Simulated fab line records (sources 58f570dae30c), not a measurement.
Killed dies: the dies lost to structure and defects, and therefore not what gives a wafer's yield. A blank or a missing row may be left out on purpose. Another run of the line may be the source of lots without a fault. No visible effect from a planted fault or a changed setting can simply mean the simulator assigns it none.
A struck lot beside a sound one	flow berkeley_cmos170	43 steps out of a route of 331
Sound: these wafers, L256.1, L256.3, L256.6. Wafers L257.1, L257.2, L257.5 were the ones struck. Last of all comes the cause.
Order at every step that has rows: each side's tool, ch and its chambers, its first start. Under that, the readings that differ: sound wafers	struck wafers	difference of the means	sigmas: that difference in standard deviations of wafers without a fault.
alike: readings with means less than 2 such deviations apart, plus words and numbers identical on both sides. not compared: withheld readings, readings lacking a value on some wafer, bounds such as >300 that could conceal the same value, and numbers that have no deviation in the record and whose values overlap.
Wherever a step has rows on one side only, a row that says differs or no value, or a row with sigmas, the two part there. Numbers that don't overlap but have no deviation are shown without sigmas and don't part them. A reading that every wafer of one side lacks parts them only if that side has two wafers or more.

first, 3 steps without rows for these wafers: UCB170_PVT_EXPOSE_03 (exposes mask NWELL, target cd 3000 nm); UCB170_PVT_PEB_04; UCB170_PVT_DEVELOP_05 (develop time 45 s).
UCB170_PVT_OVL_MEAS_06:
  sound on overlay-01, day 6 04:06; struck on overlay-01, day 6 21:37
  alike: PVT_OVL
then, 1 step without rows for these wafers: UCB170_PVT_IMPLANT_07.
UCB170_PVT_STRIP_08: strips in O2.
  sound on plasma_asher-02 ch 0,1, day 6 04:17; struck on plasma_asher-01 ch 0,1, day 6 21:49
  alike: drypump_motor_current_A, oes_product_au, strip_time_to_endpoint_s
  not compared: rf_hours_counter_h
UCB170_PVT_TW_MEAS_09:
  sound on film_metro-01, day 6 04:23; struck on film_metro-03, day 6 21:55
  alike: PVT_TW
then, 1 step without rows for these wafers: UCB170_GATE_WET_ETCH_00 (etches SiO2 in dHF, time 200 s).
UCB170_FIELD_THK_MEAS_91:
  sound on film_metro-01, day 6 04:34; struck on film_metro-01, day 6 22:02
  alike: FIELD_OXIDE_LEFT_2_THK
then, 1 step without rows for these wafers: UCB170_GATE_OXIDATION_01 (target thk 6.6 nm, ox time 1800 s).
UCB170_GATE_THK_MEAS_02:
  sound on film_metro-04, day 6 06:22; struck on film_metro-04, day 7 02:13
  alike: GATE_OXIDE_THK
then, 1 step without rows for these wafers: UCB170_GATE_ANNEAL_03 (time 1800 s).
UCB170_GATE_CVD_04: deposits poly-Si from SiH4, time 1440 s, target thk 214 nm.
  sound on lpcvd-02 ch 1, day 6 10:28; struck on lpcvd-02 ch 0, day 7 08:05
reading	sound	struck	difference	sigmas
pressure_mtorr (mTorr)	374.4 374.4 374.4	562.9 563.0 563.1	+188.6	+99 or more
susceptor_temp_C (C)	609.8 609.4 610.1	610.8 610.2 610.4	+0.7	+2
model.poly-Si_of_GATE_CVD_04.thk_nm (nm)	214.4 213.2 214.1	262.1 263.4 262.4	+48.7	
UCB170_GATE_THK_MEAS_05:
  sound on film_metro-01, day 6 11:52; struck on film_metro-02, day 7 09:43
reading	sound	struck	difference	sigmas
GATE_POLY_THK (nm)	214.3 213.2 214.1	262.1 263.4 262.3	+48.7	+24
  not compared: hold
then, 5 steps without rows for these wafers: UCB170_GATE_COAT_07 (resist thk 900 nm); UCB170_GATE_SOFTBAKE_08 (time 60 s); UCB170_GATE_EXPOSE_09 (exposes mask POLY, target cd 350 nm); UCB170_GATE_PEB_10; UCB170_GATE_DEVELOP_11 (develop time 45 s).
UCB170_GATE_CD_MEAS_12 targets a cd of 350 nm.
  sound on cd_sem-02, day 6 12:46; struck on cd_sem-01, day 7 16:10
  alike: cd_nm
UCB170_GATE_OVL_MEAS_13:
  sound on overlay-01, day 6 12:53; struck on overlay-02, day 7 16:17
reading	sound	struck	difference	sigmas
GATE_OVL (nm)	7 3 2	-7 -7 -14	-13	-2
UCB170_GATE_ETCH_14: etches BARC in N2/H2.
  sound on rie_diel-01 ch 1,2,3, day 6 12:55; struck on rie_diel-01 ch 0,1,3, day 7 16:19
  alike: drypump_motor_current_A, oes_product_au, throttle_valve_pct
UCB170_GATE_ETCH_15: etches poly-Si in HBr/Cl2, stops on SiO2, time 56.3 s, target depth 278.2 nm.
  sound on rie_si-02 ch 0,2,3, day 6 12:58; struck on rie_si-01 ch 1,2,3, day 7 16:22
reading	sound	struck	difference	sigmas
oes_product_au (a.u.)	0.798 0.825 0.831	0.947 0.984 0.941	+0.139	+9
model.etch.depth_nm (nm)	214.4 213.2 214.1	262.1 263.4 262.4	+48.7	
model.GATE.feature_depth_nm (nm)	214.5 213.2 214.1	262.1 263.4 262.4	+48.7	
  alike: drypump_motor_current_A, throttle_valve_pct
  not compared: rf_hours_counter_h
UCB170_GATE_STRIP_16: strips in O2.
  sound on plasma_asher-01 ch 0,1, day 6 13:00; struck on plasma_asher-02 ch 0,1, day 7 16:25
  alike: drypump_motor_current_A, oes_product_au
  not compared: rf_hours_counter_h
UCB170_GATE_CD_MEAS_90 targets a cd of 350 nm.
  sound on cd_sem-02, day 6 13:06; struck on cd_sem-02, day 7 16:31
  alike: cd_nm
then, 7 steps without rows for these wafers: UCB170_GATE_CLEAN_17 (cleans in SPM, time 600 s); UCB170_PLDD_HMDS_00 (prime time 60 s); UCB170_PLDD_COAT_01 (resist thk 900 nm); UCB170_PLDD_SOFTBAKE_02 (time 60 s); UCB170_PLDD_EXPOSE_03 (exposes mask PSELECT, target cd 1200 nm); UCB170_PLDD_PEB_04; UCB170_PLDD_DEVELOP_05 (develop time 45 s).
UCB170_PLDD_CD_MEAS_06 targets a cd of 1200 nm.
  sound on cd_sem-01, day 6 14:47; struck on cd_sem-01, day 7 18:47
  alike: cd_nm
UCB170_PLDD_OVL_MEAS_07:
  sound on overlay-02, day 6 14:54; struck on overlay-02, day 7 18:56
  alike: PLDD_OVL
then, 2 steps without rows for these wafers: UCB170_PLDD_IMPLANT_08; UCB170_PLDD_IMPLANT_09.
UCB170_PLDD_STRIP_10: strips in O2.
  sound on plasma_asher-04 ch 0,1, day 6 15:14; struck on plasma_asher-04 ch 0,1, day 7 19:25
  alike: drypump_motor_current_A, oes_product_au, strip_time_to_endpoint_s
  not compared: rf_hours_counter_h
UCB170_PLDD_TW_MEAS_11:
  sound on film_metro-03, day 6 15:20; struck on film_metro-02, day 7 19:36
  alike: PLDD_TW
then, 3 steps without rows for these wafers: UCB170_PLDD_CLEAN_12 (cleans in SPM, time 600 s); UCB170_NLDD_HMDS_00 (prime time 60 s); UCB170_NLDD_COAT_01 (resist thk 900 nm).
UCB170_SILICIDE_PRE_CLEAN_00: preclean etch time 60 s.
  sound on pvd_sputter-01, day 7 03:23; struck on pvd_sputter-03, day 8 10:02
reading	sound	struck	difference	sigmas
model.poly-Si_of_GATE_CVD_04.thk_nm (nm)	207.5 206.4 207.3	255.2 256.5 255.5	+48.7	
UCB170_M3_PROBE_99:
  the record has rows for the sound wafers here (prober-01, day 8 01:47) and none for the struck ones

== WHERE THEY PART ==
Last at UCB170_M3_PROBE_99 as far as this record goes, first at UCB170_GATE_CVD_04.

WHY: the cause the simulator had injected
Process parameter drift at UCB170_GATE_CVD_04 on lpcvd-02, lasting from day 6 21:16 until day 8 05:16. Setting pressure_mtorr shifted by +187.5 from 375. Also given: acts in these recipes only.
